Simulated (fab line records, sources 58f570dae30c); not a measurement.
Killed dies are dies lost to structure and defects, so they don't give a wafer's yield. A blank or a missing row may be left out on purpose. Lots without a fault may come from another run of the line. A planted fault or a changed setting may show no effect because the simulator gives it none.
One fault seen from 2 desks | flow berkeley_cmos170 | each desk has only its own numbers; what lay behind them comes last

THE METROLOGY DESK
What the gauges read, lot by lot, whatever tool the lot ran on: means of the sampled wafers that have a number. A lot is out of limits, marked OUT, if its mean lies more than 4 standard deviations from the usual mean; the brackets give that distance.
Columns: A = WELLDRIVE_OXIDE_THK at UCB170_WELLDRIVE_THK_MEAS_02, usual 200 nm; B = ACTIVE_OXIDE_THK at UCB170_ACTIVE_THK_MEAS_03, usual 26.4 nm; C = PFIELD_OVL at UCB170_PFIELD_OVL_MEAS_06, usual 1 nm; D = PFIELD_TW at UCB170_PFIELD_TW_MEAS_09, usual 600.5
lot  | first seen here | A             | B    | C  | D
L644 | day 3 16:04     | 199           | 26.5 | 1  | 598.3
L645 | day 4 10:25     | 199           | 26.7 | 8  | 603.8
L646 | day 4 10:25     | 202           | 26.5 | 1  | 600.6
L647 | day 4 22:11     | 203           | 26.0 | 0  | 597.7
L653 | day 5 21:52     | 154 (-12) OUT | 25.9 | -2 | 600.7
L652 | day 5 21:53     | 153 (-12) OUT | 25.9 | 7  | 606.0
L657 | day 6 19:25     | 195           | 25.6 | 2  | 597.6
L658 | day 7 02:22     | 200           | 26.6 | 5  | 599.7
L659 | day 7 02:22     | 194           | 26.6 | 3  | 598.0
L664 | day 8 00:14     | 198           | 26.9 | 3  | 597.2
L663 | day 8 00:16     | 193           | 26.4 | -3 | 603.3
L665 | day 8 17:47     | 199           | 26.1 | -6 | 601.4
L666 | day 8 17:47     | 195           | 26.9 | 3  | 600.5
L667 | day 8 17:47     | 202           | 26.7 | -2 | 598.2
This desk's finding: out of limits on L652, L653; first on L653, day 5 21:52 (WELLDRIVE_OXIDE_THK at UCB170_WELLDRIVE_THK_MEAS_02). In limits: L644, L645, L646, L647, L657, L658, L659, L664, L663, L665, L666, L667.

THE TOOL OWNER'S DESK: furnace-01
The tool's own readings at UCB170_WELLDRIVE_OXIDATION_01 (target thk 199 nm, ox time 9000 s): means of the sampled wafers that have a number, for each lot that ran on this tool. A lot is out of limits, marked OUT, if its mean lies more than 4 standard deviations from the usual mean; the brackets give that distance.
Columns: A = ox_temp_c_max at UCB170_WELLDRIVE_OXIDATION_01, usual 1106.9
lot  | first seen here | A
L645 | day 4 06:55     | 1107.6
L646 | day 4 06:55     | 1109.5
L652 | day 5 18:22     | 1108.2
L653 | day 5 18:22     | 1107.0
This desk's finding: nothing out of limits on any of the 4 lots.

PUT TOGETHER
The metrology desk could have raised an alarm at day 5 21:52, on L652, L653.
The tool owner's desk saw nothing out of limits.
The tool owner's desk has L652, L653 on record, within its limits.
Of the lots named, all ran UCB170_WELLDRIVE_OXIDATION_01 on furnace-01.

WHAT THE SIMULATOR HAD PUT IN
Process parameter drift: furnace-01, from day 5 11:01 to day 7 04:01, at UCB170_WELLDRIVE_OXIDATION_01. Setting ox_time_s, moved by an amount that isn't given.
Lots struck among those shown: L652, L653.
Hours from the fault's start to each desk's first reading out of limits: the metrology desk, 11.
